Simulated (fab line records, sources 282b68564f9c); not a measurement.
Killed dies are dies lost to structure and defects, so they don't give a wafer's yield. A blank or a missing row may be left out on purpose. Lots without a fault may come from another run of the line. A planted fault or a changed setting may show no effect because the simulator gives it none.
Which tool did it? | flow rit_cmos | 7 lots, 21 wafers sampled, at 2 steps of a route of 202

WHAT THE GAUGES READ, wafer by wafer
RIT_NSD_TW_MEAS_10.
lot  | measured    | on            | NSD_TW
L410 | day 3 05:20 | film_metro-04 | 3142 3126 3131
L412 | day 3 14:24 | film_metro-04 | 3160 3150 3151
L414 | day 4 00:59 | film_metro-03 | 3162 3149 3164
L417 | day 4 15:04 | film_metro-03 | 3157 3143 3139
L421 | day 5 11:06 | film_metro-02 | 2835 2835 2839
L429 | day 7 03:17 | film_metro-04 | 3148 3159 3146
L432 | day 7 23:20 | film_metro-02 | 3147 3149 3128

WHICH TOOL RAN EACH LOT (tool, then ch and the chambers of the sampled wafers, then the start)
lot  | RIT_NSD_IMPLANT_08
L410 | implanter-02 ch 0, day 3 05:02
L412 | implanter-01 ch 0, day 3 14:05
L414 | implanter-03 ch 0, day 4 00:39
L417 | implanter-01 ch 0, day 4 14:45
L421 | implanter-02 ch 0, day 5 10:47
L429 | implanter-03 ch 0, day 7 02:57
L432 | implanter-03 ch 0, day 7 23:03
- RIT_NSD_IMPLANT_08

THE ANSWER, worked out from the rows above alone
Rule: what is usual is taken from the lots themselves. Put in order of their means at a reading, lots are off if they are a third of the lots or fewer, leave a main group of 4 or more, and stand apart from it by a gap of 3 or more times the standard deviation of the main group's means; of several such gaps the widest counts. A main group whose means are all the same, to the digits that the tables above print for the reading, isn't used. A lot without any number at a reading at which 4 lots or more have one is off too. The other lots that the step has rows for count as sound.
Off: L421, at RIT_NSD_TW_MEAS_10 (NSD_TW). The main group: mean 3147, standard deviation 8.3.
A tool fits if, at a process step before that reading, it ran every lot that is off, and no sound lot after the first of them. The gauges at RIT_NSD_TW_MEAS_10 are tried like those tools. One fits: implanter-02 at RIT_NSD_IMPLANT_08. Its last sound lot is L410 (day 3 05:02), its first lot that is off L421 (day 5 10:47): a fault that began between those two fits.

WHAT THE SIMULATOR HAD PUT IN
Process parameter drift: implanter-02, from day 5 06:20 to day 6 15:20, at RIT_NSD_IMPLANT_08. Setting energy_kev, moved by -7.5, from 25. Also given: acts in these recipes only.
Lots struck among those shown: L421. The rule above found the same.
